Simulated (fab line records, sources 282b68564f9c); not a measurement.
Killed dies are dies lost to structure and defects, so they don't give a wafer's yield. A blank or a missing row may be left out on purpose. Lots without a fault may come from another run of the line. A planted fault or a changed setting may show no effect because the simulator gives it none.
Which tool did it? | flow rit_cmos | 7 lots, 21 wafers sampled, at 2 steps of a route of 202

WHAT THE GAUGES READ, wafer by wafer
RIT_SPACER_THK_MEAS_04.
lot  | measured    | on            | SPACER_NITRIDE_THK (nm)
L913 | day 3 07:28 | film_metro-01 | 251.5 251.8 251.3
L915 | day 3 13:32 | film_metro-04 | 251.4 252.6 252.3
L917 | day 4 03:29 | film_metro-02 | 250.8 251.2 252.0
L919 | day 4 14:47 | film_metro-02 | 250.7 248.9 248.7
L922 | day 5 07:14 | film_metro-02 | 250.4 248.8 250.4
L925 | day 5 19:54 | film_metro-02 | 248.9 249.9 248.2
L933 | day 7 10:22 | film_metro-04 | 251.8 252.0 250.7

WHICH TOOL RAN EACH LOT (tool, then ch and the chambers of the sampled wafers, then the start)
lot  | RIT_SPACER_CVD_03
L913 | lpcvd-01 ch 0, day 3 05:32
L915 | lpcvd-01 ch 1, day 3 11:37
L917 | lpcvd-01 ch 0, day 4 01:34
L919 | lpcvd-01 ch 0, day 4 12:51
L922 | lpcvd-01 ch 0, day 5 05:19
L925 | lpcvd-02 ch 1, day 5 17:58
L933 | lpcvd-01 ch 1, day 7 08:26
- RIT_SPACER_CVD_03: deposits Si3N4 from SiH2Cl2/NH3, target thk 250 nm, time 3300 s.

THE ANSWER, worked out from the rows above alone
Rule: what is usual is taken from the lots themselves. Put in order of their means at a reading, lots are off if they are a third of the lots or fewer, leave a main group of 4 or more, and stand apart from it by a gap of 3 or more times the standard deviation of the main group's means; of several such gaps the widest counts. A main group whose means are all the same, to the digits that the tables above print for the reading, isn't used. A lot without any number at a reading at which 4 lots or more have one is off too. The other lots that the step has rows for count as sound.
No lot is off at any reading shown: from this, nothing can be told.

WHAT THE SIMULATOR HAD PUT IN
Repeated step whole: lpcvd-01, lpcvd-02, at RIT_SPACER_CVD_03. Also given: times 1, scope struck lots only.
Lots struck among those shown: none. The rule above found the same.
